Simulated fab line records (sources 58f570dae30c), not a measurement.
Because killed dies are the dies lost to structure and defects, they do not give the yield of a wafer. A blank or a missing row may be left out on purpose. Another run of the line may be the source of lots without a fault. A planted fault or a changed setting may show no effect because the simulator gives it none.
What tool caused it? -- flow berkeleyCmos170 -- Sampling: 7 lots, 21 wafers, 2 of 331 route steps

== WHAT EACH GAUGE READ, for each wafer ==
UCB170_FIELD_THK_MEAS_02.
lot,measured,on,FIELD_OXIDE_THK (nm)
L965,day 5 00:25,filmMetro-01,552 557 559
L967,day 5 12:52,filmMetro-01,567 568 572
L970,day 6 03:38,filmMetro-03,573 562 578
L973,day 6 20:24,filmMetro-04,553 545 559
L977,day 7 17:08,filmMetro-01,589 593 583
L982,day 9 00:43,filmMetro-03,536 548 548
L986,day 9 14:29,filmMetro-04,565 561 568

== TOOL THAT RAN EACH LOT (tool first, then ch and the chambers of the sampled wafers, then the start) ==
lot,UCB170_FIELD_OXIDATION_01
L965,"furnace-04 ch 0, day 4 21:20"
L967,"furnace-02 ch 0, day 5 09:50"
L970,"furnace-04 ch 0, day 6 00:38"
L973,"furnace-03 ch 0, day 6 17:24"
L977,"furnace-03 ch 0, day 7 14:07"
L982,"furnace-04 ch 0, day 8 21:41"
L986,"furnace-04 ch 0, day 9 11:29"
- UCB170_FIELD_OXIDATION_01: target thk 558.3 nm, ox time 7200 s.

== THE ANSWER, worked out from the rows above alone ==
Rule: usual is defined by the lots themselves. The widest of any qualifying gaps counts: lots, ordered by their means at a reading, are off when they make up no more than a third of the lots, leave a main group of 4 or more, and stand apart from it by 3 or more times the standard deviation of that group's means. The tables above print the reading to a certain number of digits; a main group whose means all agree to those digits is not used. A lot without any number at a reading at which 4 lots or more have one is off too. Any other lot the step has rows for is counted as sound.
Across all readings shown, no lot is off: no conclusion can be drawn from this.

== WHAT HAD BEEN PUT IN BY THE SIMULATOR ==
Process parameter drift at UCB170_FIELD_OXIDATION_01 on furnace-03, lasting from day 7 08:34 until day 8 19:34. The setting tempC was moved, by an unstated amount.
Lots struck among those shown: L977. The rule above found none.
